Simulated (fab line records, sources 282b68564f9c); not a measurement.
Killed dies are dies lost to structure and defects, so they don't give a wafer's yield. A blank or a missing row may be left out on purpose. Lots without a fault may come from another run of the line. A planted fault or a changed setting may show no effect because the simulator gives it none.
A struck lot beside a sound one | flow rit_cmos | 14 steps out of a route of 202
Sound: wafers L409.3, L409.4, L409.6. Struck: wafers L399.1, L399.2, L399.4. The cause comes at the end.
At each step with rows: each side's tool, then ch and its chambers, then its first start. Under that, the readings that differ: sound wafers | struck wafers | difference of the means | sigmas: that difference in standard deviations of wafers without a fault.
alike: readings whose means differ by less than 2 such deviations, and words and numbers that are the same on both sides. not compared: withheld readings, readings that some wafer has no value for, bounds like >300 that may hide the same value, and numbers for which the record gives no deviation and whose values overlap.
The two part at a step that has a row with sigmas, a row that says differs or no value, or rows on one side only. Numbers that don't overlap but have no deviation are shown without sigmas and don't part them. A reading that every wafer of one side lacks parts them only if that side has two wafers or more.

first, 3 steps without rows for these wafers: RIT_NSD_EXPOSE_03 (exposes mask M9, target cd 40700 nm); RIT_NSD_PEB_04; RIT_NSD_DEVELOP_05 (develop time 50 s).
RIT_NSD_OVL_MEAS_06:
  sound on overlay-02, day 6 23:16; struck on overlay-02, day 4 23:16
  alike: NSD_OVL
then, 2 steps without rows for these wafers: RIT_NSD_HARDBAKE_07 (time 60 s); RIT_NSD_IMPLANT_08.
RIT_NSD_STRIP_09: strips in O2, time 180 s.
  sound on plasma_asher-02 ch 0,1, day 6 23:38; struck on plasma_asher-03 ch 0,1, day 4 23:36
  alike: drypump_motor_current_A
  not compared: rf_hours_counter_h
RIT_NSD_TW_MEAS_10:
  sound on film_metro-02, day 6 23:47; struck on film_metro-02, day 4 23:46
  alike: NSD_TW
then, 4 steps without rows for these wafers: RIT_PSD_HMDS_00 (prime time 60 s); RIT_PSD_COAT_01 (resist thk 1000 nm); RIT_PSD_SOFTBAKE_02 (time 60 s); RIT_PSD_EXPOSE_03 (exposes mask M10, target cd 40900 nm).
RIT_PSD_PEB_04:
  sound on litho_track-01 ch 0, day 7 00:26; struck on litho_track-02, day 5 00:24
  reading         | sound          | struck | difference                    | sigmas
  exhaust_pa (Pa) | 45.3 44.4 45.0 | - - -  | no value on the struck wafers |
  not compared: chill_plate_temp_C
then, 1 step without rows for these wafers: RIT_PSD_DEVELOP_05 (develop time 50 s).

WHERE THEY PART
Only at RIT_PSD_PEB_04, within this record.

WHY: what the simulator had put in
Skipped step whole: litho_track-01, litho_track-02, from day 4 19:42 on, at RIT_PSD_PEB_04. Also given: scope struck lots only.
